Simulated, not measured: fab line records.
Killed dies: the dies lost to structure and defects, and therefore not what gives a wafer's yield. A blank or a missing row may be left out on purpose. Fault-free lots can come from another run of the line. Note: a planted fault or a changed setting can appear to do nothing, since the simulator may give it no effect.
Struck lot and sound lot, side by side    flow rit_cmos    44 steps out of a route of 202
Sound: these wafers, L615.2, L615.4, L615.6. The struck wafers were L625.3, L625.4, L625.5. At the end, the cause is stated.
Each step with rows lists, per side, the tool, then ch with its chambers, then its first start. Under that, the readings that differ: sound wafers    struck wafers    difference of the means    sigmas: that difference in standard deviations of wafers without a fault.
alike: a reading whose means differ by less than 2 such deviations, as well as words and numbers matching on both sides. not compared: withheld readings; readings where some wafer has no value; bounds like >300 that might hide an equal value; numbers whose values overlap and for which the record gives no deviation.
A row with sigmas, a row that says differs or no value, or rows on one side alone: a step with any of these is where the two part. Numbers that don't overlap but have no deviation are shown without sigmas and don't part them. Lack of a reading on every wafer of one side parts them only where that side has two or more wafers.

first, 3 steps without rows for these wafers: RIT_REOX_CLEAN_01 (cleans in dHF, time 30 s); RIT_REOX_CLEAN_02 (cleans in SC2, time 600 s); RIT_REOX_OXIDATION_03 (target thk 25.2 nm, ox time 5580 s).
RIT_REOX_THK_MEAS_04:
  sound on film_metro-03, day 4 06:13; struck on film_metro-03, day 6 06:19
  alike: REOX_OXIDE_THK
then, 6 steps without rows for these wafers: RIT_NLDD_HMDS_00 (prime time 60 s); RIT_NLDD_COAT_01 (resist thk 1000 nm); RIT_NLDD_SOFTBAKE_02 (time 60 s); RIT_NLDD_EXPOSE_03 (exposes mask M7, target cd 40700 nm); RIT_NLDD_PEB_04; RIT_NLDD_DEVELOP_05 (develop time 50 s).
RIT_NLDD_OVL_MEAS_06:
  sound on overlay-01, day 4 07:07; struck on overlay-02, day 6 07:13
  alike: NLDD_OVL
then, 1 step without rows for these wafers: RIT_NLDD_HARDBAKE_07 (time 60 s).
RIT_NLDD_IMPLANT_08:
  sound on implanter-02 ch 0, day 4 07:19; struck on implanter-01 ch 0, day 6 07:26
  alike: beam_energy_keV, tilt_deg
RIT_NLDD_STRIP_09: strips in O2, time 180 s.
  sound on plasma_asher-02 ch 0,1, day 4 07:27; struck on plasma_asher-02 ch 0,1, day 6 07:35
  alike: drypump_motor_current_A
  not compared: rf_hours_counter_h
RIT_NLDD_TW_MEAS_10:
  sound on film_metro-02, day 4 07:38; struck on film_metro-03, day 6 07:44
reading  sound           struck          difference  sigmas
NLDD_TW  2490 2489 2492  2484 2486 2416  -28         -2
then, 6 steps without rows for these wafers: RIT_PLDD_HMDS_00 (prime time 60 s); RIT_PLDD_COAT_01 (resist thk 1000 nm); RIT_PLDD_SOFTBAKE_02 (time 60 s); RIT_PLDD_EXPOSE_03 (exposes mask M8, target cd 40900 nm); RIT_PLDD_PEB_04; RIT_PLDD_DEVELOP_05 (develop time 50 s).
RIT_PLDD_OVL_MEAS_06:
  sound on overlay-01, day 4 08:32; struck on overlay-02, day 6 08:38
  alike: PLDD_OVL
then, 2 steps without rows for these wafers: RIT_PLDD_HARDBAKE_07 (time 60 s); RIT_PLDD_IMPLANT_08.
RIT_PLDD_STRIP_09: strips in O2, time 180 s.
  sound on plasma_asher-02 ch 0,1, day 4 08:52; struck on plasma_asher-04 ch 0,1, day 6 09:09
  alike: drypump_motor_current_A
  not compared: rf_hours_counter_h
RIT_PLDD_TW_MEAS_10:
  sound on film_metro-04, day 4 09:03; struck on film_metro-02, day 6 09:17
  alike: PLDD_TW
then, 4 steps without rows for these wafers: RIT_SPACER_CLEAN_00 (cleans in SC1, time 600 s); RIT_SPACER_CLEAN_01 (cleans in dHF, time 30 s); RIT_SPACER_CLEAN_02 (cleans in SC2, time 600 s); RIT_SPACER_CVD_03 (deposits Si3N4 from SiH2Cl2/NH3, target thk 250 nm, time 3300 s).
RIT_SPACER_THK_MEAS_04:
  sound on film_metro-01, day 4 12:22; struck on film_metro-04, day 6 12:19
  alike: SPACER_NITRIDE_THK
RIT_SPACER_ETCHBACK_05: etches Si3N4 in SF6/CHF3, stops on SiO2, target depth 250 nm, time 240 s.
  sound on rie_diel-01 ch 2,3, day 4 12:25; struck on rie_diel-02 ch 1,2,3, day 6 12:22
reading                sound              struck             difference  sigmas
oes_product_au (a.u.)  0.866 0.837 0.867  0.805 0.823 0.830  -0.037      -2
  alike: drypump_motor_current_A, throttle_valve_pct
  not compared: rf_hours_counter_h
then, 6 steps without rows for these wafers: RIT_NSD_HMDS_00 (prime time 60 s); RIT_NSD_COAT_01 (resist thk 1000 nm); RIT_NSD_SOFTBAKE_02 (time 60 s); RIT_NSD_EXPOSE_03 (exposes mask M9, target cd 40700 nm); RIT_NSD_PEB_04; RIT_NSD_DEVELOP_05 (develop time 50 s).
RIT_NSD_OVL_MEAS_06:
  sound on overlay-01, day 4 13:32; struck on overlay-01, day 6 13:30
  alike: NSD_OVL
then, 2 steps without rows for these wafers: RIT_NSD_HARDBAKE_07 (time 60 s); RIT_NSD_IMPLANT_08.
RIT_NSD_STRIP_09: strips in O2, time 180 s.
  sound on plasma_asher-01 ch 0,1, day 4 13:52; struck on plasma_asher-04 ch 0,1, day 6 13:53
  alike: drypump_motor_current_A
  not compared: rf_hours_counter_h
RIT_SDANNEAL_RS_MEAS_07: the measuring method here is four-point-probe.
  sound on film_metro-03, day 4 16:20; struck on film_metro-02, day 6 16:18
reading           sound              struck  difference                     sigmas
NLDD_RS (ohm/sq)  151.9 152.1 151.8  - - -   no value on the struck wafers  
RIT_M1_PROBE_99:
  sound on prober-01, day 4 23:22; struck on prober-01, day 6 23:42
reading                                     sound                 struck                difference  sigmas
model.etest.nmos_turned.drive_ua_um         323.1 308.2 306.6     427.6 416.6 477.1     +127.8      
model.etest.nmos_0p3.r_on_ohm_um            2143 2177 2152        2142 2115 2094        -40         
model.etest.nmos_0p15.swing_mv_dec          86.12 86.19 86.24     86.3 86.36 86.7       +0.3        
model.etest.retro_edge_nmos.off_log10_a_um  -10 -10.23 -10.02     -9.751 -9.817 -9.448  +0.411      
model.etest.nmos_0p15.off_log10_a_um        -10.04 -10.21 -9.975  -9.844 -9.927 -9.428  +0.342      
  alike: killed_at_contacts, killed_at_front_end, killed_dies, killed_open, killed_short
  not compared: model.etest.nmos_0p15.r_on_ohm_um, model.etest.nmos_0p15.drive_ua_um, model.etest.ring.quiet_log10_a

== WHERE THEY PART ==
First at RIT_NLDD_TW_MEAS_10; last, within this record, at RIT_SDANNEAL_RS_MEAS_07. Later steps at which nothing parts them and some readings are alike: RIT_M1_PROBE_99.

WHY: the cause the simulator had injected
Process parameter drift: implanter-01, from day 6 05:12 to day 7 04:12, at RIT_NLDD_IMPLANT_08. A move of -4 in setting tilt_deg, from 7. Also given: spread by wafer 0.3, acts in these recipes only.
